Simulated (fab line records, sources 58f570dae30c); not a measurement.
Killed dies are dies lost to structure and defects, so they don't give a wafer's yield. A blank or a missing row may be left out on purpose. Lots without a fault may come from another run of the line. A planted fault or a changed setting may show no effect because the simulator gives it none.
Which tool did it? | flow berkeley_cmos170 | 7 lots, 21 wafers sampled, at 3 steps of a route of 331

WHAT THE GAUGES READ, wafer by wafer
UCB170_M1_THK_MEAS_02: measures by xrf.
lot  | measured     | on            | M1_AL_THK (nm)
L707 | day 8 20:21  | film_metro-04 | 601 587 607
L711 | day 9 17:59  | film_metro-03 | 599 600 599
L718 | day 11 07:16 | film_metro-02 | 593 607 597
L720 | day 11 14:49 | film_metro-02 | 590 587 591
L725 | day 12 14:44 | film_metro-04 | 607 615 600
L727 | day 12 18:33 | film_metro-02 | 591 581 582

WHICH TOOL RAN EACH LOT (tool, then ch and the chambers of the sampled wafers, then the start)
lot  | UCB170_ACTIVE_EXPOSE_10          | UCB170_SPACER_ETCHBACK_03
L707 | krf_scanner-02 ch 0, day 5 05:31 | rie_diel-02 ch 0,1,3, day 8 10:12
L710 | krf_scanner-02, day 5 17:49      | -
L711 | krf_scanner-01 ch 0, day 6 02:05 | rie_diel-01 ch 0,1,2, day 9 02:50
L718 | krf_scanner-01 ch 0, day 7 11:40 | rie_diel-02 ch 0,1,2, day 10 13:13
L720 | krf_scanner-01 ch 0, day 8 14:16 | rie_diel-01 ch 0,1,2, day 10 23:09
L725 | krf_scanner-02 ch 0, day 9 05:04 | rie_diel-03 ch 1,2, day 12 00:19
L727 | krf_scanner-01 ch 0, day 9 11:50 | rie_diel-03 ch 1,3, day 12 00:23
- UCB170_ACTIVE_EXPOSE_10: exposes mask ACTIVE, target cd 1200 nm.
- UCB170_SPACER_ETCHBACK_03: etches SiO2 in CHF3/CF4/Ar, stops on Si, target depth 376 nm, time 100 s.

THE ANSWER, worked out from the rows above alone
Rule: what is usual is taken from the lots themselves. Put in order of their means at a reading, lots are off if they are a third of the lots or fewer, leave a main group of 4 or more, and stand apart from it by a gap of 3 or more times the standard deviation of the main group's means; of several such gaps the widest counts. A main group whose means are all the same, to the digits that the tables above print for the reading, isn't used. A lot without any number at a reading at which 4 lots or more have one is off too. The other lots that the step has rows for count as sound.
No lot is off at any reading shown: from this, nothing can be told.

WHAT THE SIMULATOR HAD PUT IN
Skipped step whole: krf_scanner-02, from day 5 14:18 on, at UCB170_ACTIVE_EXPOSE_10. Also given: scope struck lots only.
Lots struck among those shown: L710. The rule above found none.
